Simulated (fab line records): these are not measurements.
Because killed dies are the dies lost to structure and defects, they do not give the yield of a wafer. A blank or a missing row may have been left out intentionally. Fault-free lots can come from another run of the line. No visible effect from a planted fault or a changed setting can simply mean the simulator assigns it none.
A struck lot beside a sound one || flow ritCmos || 15 out of 202 route steps
Sound: these wafers, L132.1, L132.2, L132.3. Wafers struck: L142.1, L142.5, L142.6. The cause is named last.
Order at every step that has rows: each side's tool, ch and its chambers, its first start. Under that, the readings that differ: sound wafers || struck wafers || difference of the means || sigmas: that difference in standard deviations of wafers without a fault.
alike: readings whose means differ by less than 2 such deviations, and words and numbers that are the same on both sides. not compared: withheld readings, readings that some wafer has no value for, bounds like >300 that may hide the same value, and numbers for which the record gives no deviation and whose values overlap.
Wherever a step has rows on one side only, a row that says differs or no value, or a row with sigmas, the two part there. Non-overlapping numbers with no deviation appear without sigmas and do not part them. A reading that every wafer of one side lacks parts them only if that side has two wafers or more.

RIT_ACTIVE_BOW_MEAS_00:
  sound: filmMetro-02 at day 1 10:00; struck: filmMetro-01 at day 3 12:00
  alike: INCOMING_BOW
then, 1 step without rows for these wafers: RIT_ACTIVE_OXIDATION_01 (target thk 46.8 nm, ox time 3360 s).
RIT_ACTIVE_THK_MEAS_02:
  sound: filmMetro-02 at day 1 12:14; struck: filmMetro-02 at day 3 15:20
  alike: ACTIVE_OXIDE_THK
RIT_ACTIVE_CVD_03: deposits Si3N4 from SiH2Cl2/NH3, target thk 150 nm, time 1500 s.
  sound on lpcvd-01 ch 0, day 1 12:17; struck on lpcvd-01 ch 1, day 3 15:24
  alike: susceptorTempC
RIT_ACTIVE_THK_MEAS_04:
  sound: filmMetro-03 at day 1 13:42; struck: filmMetro-02 at day 3 17:09
{"reading": "ACTIVE_NITRIDE_THK (nm)", "sound": "150.4 149.8 150.4", "struck": "133.2 133.2 132.7", "difference": -17.2, "sigmas": -11}
  not compared: hold
then, 5 steps without rows for these wafers: RIT_ACTIVE_COAT_06 (resist thk 1000 nm); RIT_ACTIVE_SOFTBAKE_07 (time 60 s); RIT_ACTIVE_EXPOSE_08 (exposes mask M1, target cd 1400 nm); RIT_ACTIVE_PEB_09; RIT_ACTIVE_DEVELOP_10 (develop time 50 s).
RIT_ACTIVE_CD_MEAS_11: the cd target is 1400 nm.
  sound: cdSem-02 at day 1 14:37; struck: cdSem-02 at day 3 21:41
  alike: cdNm
then, 1 step without rows for these wafers: RIT_ACTIVE_HARDBAKE_12 (time 60 s).
RIT_ACTIVE_ETCH_13: etches Si3N4 in SF6, stops on SiO2, time 210 s, target depth 210 nm.
  sound on rieDiel-04 ch 0,1,3, day 1 14:53; struck on rieDiel-04 ch 0,3, day 3 22:01
{"reading": "oesProductAu (a.u.)", "sound": "0.803 0.834 0.831", "struck": "0.784 0.773 0.754", "difference": -0.052, "sigmas": -4}
  alike: drypumpMotorCurrentA, throttleValvePct
  not compared: rfHoursCounterH
RIT_ACTIVE_STRIP_14: strips in O2, time 180 s.
  sound on plasmaAsher-03 ch 0,1, day 1 15:01; struck on plasmaAsher-02 ch 0,1, day 3 22:09
  alike: drypumpMotorCurrentA
  not compared: rfHoursCounterH
-- the record jumps here: 2 days lie between the struck wafers' starts before and after (it left off in module ACTIVE and takes up again in module M1, whose first step shown is number 202 of the route) --
RIT_M1_PROBE_99:
  the record has rows for the struck wafers here (prober-01, day 6 00:26) and none for the sound ones

WHERE THEY PART
At RIT_ACTIVE_THK_MEAS_04 first; at RIT_M1_PROBE_99 last (within this record only).

WHY: what had been put in by the simulator
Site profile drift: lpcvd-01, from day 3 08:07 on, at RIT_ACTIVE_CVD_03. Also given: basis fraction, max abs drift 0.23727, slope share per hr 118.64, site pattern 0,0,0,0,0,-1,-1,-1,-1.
